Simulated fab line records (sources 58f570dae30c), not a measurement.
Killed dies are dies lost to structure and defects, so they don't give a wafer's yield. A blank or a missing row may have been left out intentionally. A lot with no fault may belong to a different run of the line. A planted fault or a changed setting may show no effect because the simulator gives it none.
Which tool did it? || flow berkeleyCmos170 || 21 wafers from 7 lots sampled at 2 of the route's 331 steps

WHAT THE GAUGES READ, wafer by wafer
UCB170_V1_THK_MEAS_01.
{"lot": "L472", "measured": "day 7 14:35", "on": "filmMetro-03", "V1_TEOS_THK (nm)": "1940 1945 1984"}
{"lot": "L473", "measured": "day 7 21:02", "on": "filmMetro-04", "V1_TEOS_THK (nm)": "1966 1977 2007"}
{"lot": "L477", "measured": "day 9 00:33", "on": "filmMetro-03", "V1_TEOS_THK (nm)": "1993 2006 2001"}
{"lot": "L475", "measured": "day 9 00:41", "on": "filmMetro-04", "V1_TEOS_THK (nm)": "1975 1992 2013"}
{"lot": "L486", "measured": "day 10 17:44", "on": "filmMetro-03", "V1_TEOS_THK (nm)": "1678 1674 1725"}
{"lot": "L490", "measured": "day 11 09:50", "on": "filmMetro-03", "V1_TEOS_THK (nm)": "1982 2021 2039"}
{"lot": "L493", "measured": "day 12 12:43", "on": "filmMetro-04", "V1_TEOS_THK (nm)": "2001 1958 1973"}

TOOL THAT RAN EACH LOT (tool first, then ch and the chambers of the sampled wafers, then the start)
{"lot": "L472", "UCB170_V1_CVD_00": "pecvd-02 ch 1,2, day 7 14:25"}
{"lot": "L473", "UCB170_V1_CVD_00": "pecvd-02 ch 0,2, day 7 20:52"}
{"lot": "L477", "UCB170_V1_CVD_00": "pecvd-04 ch 0,1,2, day 9 00:22"}
{"lot": "L475", "UCB170_V1_CVD_00": "pecvd-02 ch 0,1,2, day 9 00:32"}
{"lot": "L486", "UCB170_V1_CVD_00": "pecvd-02 ch 0,1,2, day 10 17:35"}
{"lot": "L490", "UCB170_V1_CVD_00": "pecvd-03 ch 1,2, day 11 09:40"}
{"lot": "L493", "UCB170_V1_CVD_00": "pecvd-03 ch 0,1, day 12 12:34"}
- UCB170_V1_CVD_00: deposits SiO2 from TEOS/O2, target thk 2000 nm, time 250 s.

THE ANSWER, worked out from the rows above alone
Rule: usual is defined by the lots themselves. Put in order of their means at a reading, lots are off if they are a third of the lots or fewer, leave a main group of 4 or more, and stand apart from it by a gap of 3 or more times the standard deviation of the main group's means; of several such gaps the widest counts. Not used: any main group whose means are identical at the precision the tables above print for the reading. Also off: a lot with no number at a reading for which 4 or more lots have one. All remaining lots with rows at the step are treated as sound.
Off: L486, at UCB170_V1_THK_MEAS_01 (V1_TEOS_THK). The main group has a mean of 1987 nm with a standard deviation of 18.
A tool fits if, at a process step before that reading, it ran every lot that is off, and no sound lot after the first of them. The gauges at UCB170_V1_THK_MEAS_01 are tried like those tools. One fits: pecvd-02 at UCB170_V1_CVD_00. Its last sound lot is L475 (day 9 00:32), its first lot that is off L486 (day 10 17:35): a fault that began between those two fits.

WHAT THE SIMULATOR PUT IN
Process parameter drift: pecvd-02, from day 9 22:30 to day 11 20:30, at UCB170_V1_CVD_00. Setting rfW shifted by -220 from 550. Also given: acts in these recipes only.
Shown lots that were struck: L486. The rule given above showed the same thing.
